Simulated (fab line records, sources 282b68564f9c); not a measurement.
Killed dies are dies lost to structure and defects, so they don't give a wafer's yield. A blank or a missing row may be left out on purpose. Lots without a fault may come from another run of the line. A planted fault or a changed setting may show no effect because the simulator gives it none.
Which tool did it? | flow rit_cmos | 12 lots, 36 wafers sampled, at 4 steps of a route of 202

WHAT THE GAUGES READ, wafer by wafer
RIT_SPACER_THK_MEAS_04.
lot  | measured    | on            | SPACER_NITRIDE_THK (nm)
L122 | day 3 00:11 | film_metro-01 | 244.8 246.5 244.4
L123 | day 3 09:53 | film_metro-02 | 249.9 249.4 248.7
L126 | day 3 23:14 | film_metro-02 | 248.1 250.5 248.7
L127 | day 4 08:41 | film_metro-02 | 120.5 118.6 120.2
L128 | day 4 10:59 | film_metro-04 | 121.6 120.7 121.3
L133 | day 5 12:22 | film_metro-01 | 122.7 121.8 122.2
L135 | day 6 04:56 | film_metro-01 | 244.2 243.9 243.9
L139 | day 7 10:52 | film_metro-01 | 251.0 251.9 250.4
L142 | day 8 00:21 | film_metro-01 | 251.3 251.8 251.9
L143 | day 8 04:53 | film_metro-02 | 242.9 243.8 243.6
L145 | day 8 13:42 | film_metro-01 | 252.9 254.6 252.4
L144 | day 8 14:41 | film_metro-02 | 247.5 248.0 246.6

RIT_M1_BOW_MEAS_16.
lot  | measured    | on            | M1_BOW (um)
L122 | day 3 11:44 | film_metro-01 | 22 5 22
L123 | day 3 21:02 | film_metro-01 | 14 39 18
L126 | day 4 10:38 | film_metro-03 | 17 20 21
L127 | day 4 19:38 | film_metro-01 | -1 1 0
L128 | day 4 22:23 | film_metro-03 | -8 2 7
L133 | day 5 23:22 | film_metro-02 | 0 -2 -1
L135 | day 6 15:47 | film_metro-01 | 10 13 25
L139 | day 7 23:01 | film_metro-02 | 13 11 19
L142 | day 8 13:47 | film_metro-03 | 13 14 3
L143 | day 8 16:14 | film_metro-01 | 17 8 15
L145 | day 9 02:13 | film_metro-01 | 10 26 18
L144 | day 9 03:43 | film_metro-03 | 16 21 13

WHICH TOOL RAN EACH LOT (tool, then ch and the chambers of the sampled wafers, then the start)
lot  | RIT_SPACER_CVD_03          | RIT_SPACER_ETCHBACK_05
L122 | lpcvd-02 ch 0, day 2 22:16 | rie_diel-04 ch 1,2,3, day 3 00:14
L123 | lpcvd-01 ch 0, day 3 07:56 | rie_diel-03 ch 2,3, day 3 09:55
L126 | lpcvd-02 ch 1, day 3 21:20 | rie_diel-04 ch 0,2,3, day 3 23:18
L127 | lpcvd-01 ch 0, day 4 06:46 | rie_diel-02 ch 0,1,2, day 4 08:45
L128 | lpcvd-01 ch 1, day 4 09:02 | rie_diel-04 ch 0,1,3, day 4 11:01
L133 | lpcvd-01 ch 1, day 5 10:26 | rie_diel-03 ch 0,1,3, day 5 12:25
L135 | lpcvd-02 ch 1, day 6 03:01 | rie_diel-04 ch 0,2,3, day 6 04:59
L139 | lpcvd-02 ch 1, day 7 08:56 | rie_diel-03 ch 1,2, day 7 10:55
L142 | lpcvd-02 ch 1, day 7 22:26 | rie_diel-03 ch 0,3, day 8 00:24
L143 | lpcvd-02 ch 1, day 8 02:56 | rie_diel-02 ch 0,1,3, day 8 04:55
L145 | lpcvd-01 ch 0, day 8 11:47 | rie_diel-03 ch 1,2,3, day 8 13:46
L144 | lpcvd-02 ch 0, day 8 12:46 | rie_diel-04 ch 0,1,2, day 8 14:44
- RIT_SPACER_CVD_03: deposits Si3N4 from SiH2Cl2/NH3, target thk 250 nm, time 3300 s.
- RIT_SPACER_ETCHBACK_05: etches Si3N4 in SF6/CHF3, stops on SiO2, target depth 250 nm, time 240 s.

WHAT THE TOOLS THEMSELVES READ (means of the sampled wafers that have a number; where no wafer has one, the mark that the record gives instead)
RIT_SPACER_ETCHBACK_05.
lot  | tool        | drypump_motor_current_A (A) | oes_product_au (a.u.) | throttle_valve_pct (%)
L122 | rie_diel-04 | 6.0                         | 0.828                 | 10.31
L123 | rie_diel-03 | 5.5                         | 0.859                 | 10.13
L126 | rie_diel-04 | 6.2                         | 0.852                 | 10.36
L127 | rie_diel-02 | 6.0                         | 0.523                 | 10.28
L128 | rie_diel-04 | 6.2                         | 0.521                 | 10.17
L133 | rie_diel-03 | 5.6                         | 0.538                 | 10.04
L135 | rie_diel-04 | 6.2                         | 0.844                 | 10.35
L139 | rie_diel-03 | 5.7                         | 0.857                 | 10.24
L142 | rie_diel-03 | 5.5                         | 0.846                 | 10.03
L143 | rie_diel-02 | 5.7                         | 0.814                 | 10.34
L145 | rie_diel-03 | 5.6                         | 0.868                 | 10.22
L144 | rie_diel-04 | 5.8                         | 0.837                 | 10.36

THE ANSWER, worked out from the rows above alone
Rule: what is usual is taken from the lots themselves. Put in order of their means at a reading, lots are off if they are a third of the lots or fewer, leave a main group of 4 or more, and stand apart from it by a gap of 3 or more times the standard deviation of the main group's means; of several such gaps the widest counts. A main group whose means are all the same, to the digits that the tables above print for the reading, isn't used. A lot without any number at a reading at which 4 lots or more have one is off too. The other lots that the step has rows for count as sound. The gauges are gone through in route order, then the tools' own readings, and for those a lot's mean is taken as printed above. The first step at which some lot is off is used, and at that step the reading that is off furthest; a lot without a number counts as furthest.
Off: L127, L128, L133, at RIT_SPACER_THK_MEAS_04 (SPACER_NITRIDE_THK). The main group: mean 248.3 nm, standard deviation 3.3.
A tool fits if, at a process step before that reading, it ran every lot that is off, and no sound lot after the first of them. The gauges at RIT_SPACER_THK_MEAS_04 aren't tried: what is off there is off at RIT_SPACER_ETCHBACK_05 too, on other tools, and a gauge's error can't cause that. None of those tried fits.

WHAT THE SIMULATOR HAD PUT IN
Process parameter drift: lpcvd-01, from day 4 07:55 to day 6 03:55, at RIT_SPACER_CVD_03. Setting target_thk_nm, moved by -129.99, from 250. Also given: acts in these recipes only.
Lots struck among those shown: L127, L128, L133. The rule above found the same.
